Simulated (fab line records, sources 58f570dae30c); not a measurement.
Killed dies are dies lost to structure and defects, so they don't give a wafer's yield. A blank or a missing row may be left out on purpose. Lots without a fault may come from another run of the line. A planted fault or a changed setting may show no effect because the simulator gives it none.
Which tool did it? | flow berkeley_cmos170 | 14 lots, 42 wafers sampled, at 4 steps of a route of 331

WHAT THE GAUGES READ, wafer by wafer
UCB170_V2_BOW_MEAS_03.
lot  | measured     | on            | V2_BOW (um)
L411 | day 8 01:01  | film_metro-03 | 35 37 50
L412 | day 8 01:20  | film_metro-04 | 30 35 28
L414 | day 8 07:25  | film_metro-01 | 41 25 25
L422 | day 10 13:02 | film_metro-03 | 66 65 49 - - -
L423 | day 10 13:11 | film_metro-01 | 56 51 47 - - -
L424 | day 10 18:41 | film_metro-01 | 38 37 36
L426 | day 11 06:01 | film_metro-04 | 34 34 34
L427 | day 11 06:46 | film_metro-03 | 46 43 29
L425 | day 11 06:17 | film_metro-03 | 21 31 33
L428 | day 11 20:13 | film_metro-01 | 36 48 36
L430 | day 11 21:02 | film_metro-04 | 46 22 44
L433 | day 12 06:09 | film_metro-01 | 32 43 32
L432 | day 12 10:16 | film_metro-03 | 38 38 38
L434 | day 12 10:34 | film_metro-01 | 38 32 32

WHICH TOOL RAN EACH LOT (tool, then ch and the chambers of the sampled wafers, then the start)
lot  | UCB170_M1_ETCH_11                  | UCB170_M2_ETCH_17                  | UCB170_V2_CMP_02
L411 | rie_diel-02 ch 0,2, day 7 13:07    | rie_diel-01 ch 0,3, day 8 00:02    | cmp-02 ch 0,2,3, day 8 00:48
L412 | rie_diel-04 ch 1,2, day 7 13:21    | rie_diel-02 ch 0,1,2, day 8 00:22  | cmp-02 ch 1,2, day 8 01:02
L414 | rie_diel-03 ch 0,1,2, day 7 18:06  | rie_diel-01 ch 0,2, day 8 05:50    | cmp-02 ch 0,1,2, day 8 07:13
L422 | rie_diel-03 ch 1,3, day 10 00:01   | rie_diel-01 ch 1,3, day 10 12:03   | cmp-01 ch 0,1, day 10 12:43
L423 | rie_diel-02 ch 0,2,3, day 10 00:16 | rie_diel-02 ch 0,1,2, day 10 12:10 | cmp-02 ch 0,2, day 10 12:50
L424 | rie_diel-02 ch 0,2,3, day 10 06:00 | rie_diel-01 ch 0,1,3, day 10 17:43 | cmp-02 ch 0,1,2, day 10 18:23
L426 | rie_diel-02 ch 0,1,2, day 10 18:04 | rie_diel-01 ch 0,1,3, day 11 05:03 | cmp-02 ch 0,1,3, day 11 05:43
L427 | rie_diel-02 ch 1,2, day 10 18:18   | rie_diel-03 ch 0,2,3, day 11 05:40 | cmp-02 ch 0,1,3, day 11 06:28
L425 | rie_diel-04 ch 0,1,3, day 10 18:25 | rie_diel-02 ch 0,3, day 11 05:10   | cmp-01 ch 0,1,3, day 11 06:04
L428 | rie_diel-04 ch 0,3, day 11 08:53   | rie_diel-03 ch 2,3, day 11 19:10   | cmp-01 ch 0,3, day 11 19:55
L430 | rie_diel-03 ch 1,3, day 11 09:21   | rie_diel-03 ch 2,3, day 11 20:00   | cmp-01 ch 0,2,3, day 11 20:47
L433 | rie_diel-04 ch 0,1,3, day 11 18:10 | rie_diel-01 ch 0,2,3, day 12 05:10 | cmp-01 ch 0,2,3, day 12 05:50
L432 | rie_diel-04 ch 0,2, day 11 21:07   | rie_diel-01 ch 0,3, day 12 09:18   | cmp-01 ch 0,2, day 12 10:01
L434 | rie_diel-03 ch 1,2,3, day 11 23:48 | rie_diel-01 ch 0,1,3, day 12 09:35 | cmp-02 ch 1,2,3, day 12 10:15
- UCB170_M1_ETCH_11: etches BARC in N2/H2.
- UCB170_M2_ETCH_17: etches BARC in N2/H2.
- UCB170_V2_CMP_02: polishes SiO2.

WHAT THE TOOLS THEMSELVES READ (means of the sampled wafers that have a number; where no wafer has one, the mark that the record gives instead)
UCB170_M1_ETCH_11.
lot  | tool        | drypump_motor_current_A (A) | h2_flow_sccm (sccm) | oes_product_au (a.u.) | throttle_valve_pct (%)
L411 | rie_diel-02 | 5.3                         | 199.8               | 1.005                 | 13.15
L412 | rie_diel-04 | 5.7                         | 200.6               | 0.978                 | 13.39
L414 | rie_diel-03 | 5.7                         | 199.9               | 1.007                 | 13.35
L422 | rie_diel-03 | 5.7                         | 199.7               | 1.013                 | 13.36
L423 | rie_diel-02 | 5.5                         | 200.0               | 0.993                 | 13.20
L424 | rie_diel-02 | 5.5                         | 200.3               | 0.995                 | 13.20
L426 | rie_diel-02 | 5.5                         | 199.4               | 1.004                 | 13.20
L427 | rie_diel-02 | 5.6                         | 199.9               | 1.006                 | 13.27
L425 | rie_diel-04 | 5.2                         | 200.1               | 0.974                 | 13.41
L428 | rie_diel-04 | 5.2                         | 200.0               | 0.992                 | 13.43
L430 | rie_diel-03 | 5.8                         | 200.2               | 1.006                 | 13.33
L433 | rie_diel-04 | 5.2                         | 199.7               | 0.995                 | 13.41
L432 | rie_diel-04 | 6.1                         | 200.5               | 0.999                 | 13.44
L434 | rie_diel-03 | 5.6                         | 200.8               | 1.010                 | 13.41

UCB170_M2_ETCH_17.
lot  | tool        | drypump_motor_current_A (A) | h2_flow_sccm (sccm) | oes_product_au (a.u.) | throttle_valve_pct (%)
L411 | rie_diel-01 | 5.7                         | 199.9               | 0.989                 | 13.12
L412 | rie_diel-02 | 5.5                         | 199.9               | 1.008                 | 13.20
L414 | rie_diel-01 | 5.8                         | 200.2               | 1.011                 | 13.17
L422 | rie_diel-01 | 5.3                         | 199.7               | 0.986                 | 13.07
L423 | rie_diel-02 | 5.4                         | 200.3               | 1.008                 | 13.21
L424 | rie_diel-01 | 5.5                         | 199.6               | 0.987                 | 13.10
L426 | rie_diel-01 | 5.5                         | 200.0               | 0.997                 | 13.11
L427 | rie_diel-03 | 5.3                         | 200.3               | 0.998                 | 13.33
L425 | rie_diel-02 | 5.2                         | 200.2               | 1.000                 | 13.09
L428 | rie_diel-03 | 5.2                         | 200.1               | 1.021                 | 13.37
L430 | rie_diel-03 | 5.2                         | 200.6               | 1.015                 | 13.38
L433 | rie_diel-01 | 5.7                         | 200.1               | 1.001                 | 13.26
L432 | rie_diel-01 | 5.7                         | 200.0               | 0.997                 | 13.14
L434 | rie_diel-01 | 5.5                         | 199.5               | 0.996                 | 13.10

UCB170_V2_CMP_02.
lot  | tool   | edge_zone_pressure_frac | head_pressure_psi (psi) | motor_current_A (A)
L411 | cmp-02 | 0.996                   | 6.004                   | 14.6
L412 | cmp-02 | 1.000                   | 5.972                   | 16.1
L414 | cmp-02 | 1.002                   | 6.002                   | 15.3
L422 | cmp-01 | -                       | -                       | -
L423 | cmp-02 | -                       | -                       | -
L424 | cmp-02 | 1.005                   | 6.005                   | 15.4
L426 | cmp-02 | 0.998                   | 6.005                   | 15.1
L427 | cmp-02 | 1.000                   | 6.000                   | 14.9
L425 | cmp-01 | 1.005                   | 5.995                   | 16.2
L428 | cmp-01 | 1.000                   | 6.014                   | 16.1
L430 | cmp-01 | 1.002                   | 5.994                   | 16.1
L433 | cmp-01 | 1.001                   | 6.003                   | 16.4
L432 | cmp-01 | 0.995                   | 6.013                   | 16.5
L434 | cmp-02 | 0.996                   | 6.001                   | 15.0

THE ANSWER, worked out from the rows above alone
Rule: what is usual is taken from the lots themselves. Put in order of their means at a reading, lots are off if they are a third of the lots or fewer, leave a main group of 4 or more, and stand apart from it by a gap of 3 or more times the standard deviation of the main group's means; of several such gaps the widest counts. A main group whose means are all the same, to the digits that the tables above print for the reading, isn't used. A lot without any number at a reading at which 4 lots or more have one is off too. The other lots that the step has rows for count as sound. The gauges are gone through in route order, then the tools' own readings, and for those a lot's mean is taken as printed above. The first step at which some lot is off is used, and at that step the reading that is off furthest; a lot without a number counts as furthest.
Off: L422, L423, at UCB170_V2_CMP_02 (edge_zone_pressure_frac). Without a number there: L422, L423. The main group: mean 1.000, standard deviation 0.0032.
A tool fits if, at that step or a process step before it, it ran every lot that is off, and no sound lot after the first of them. None of those tried fits.

WHAT THE SIMULATOR HAD PUT IN
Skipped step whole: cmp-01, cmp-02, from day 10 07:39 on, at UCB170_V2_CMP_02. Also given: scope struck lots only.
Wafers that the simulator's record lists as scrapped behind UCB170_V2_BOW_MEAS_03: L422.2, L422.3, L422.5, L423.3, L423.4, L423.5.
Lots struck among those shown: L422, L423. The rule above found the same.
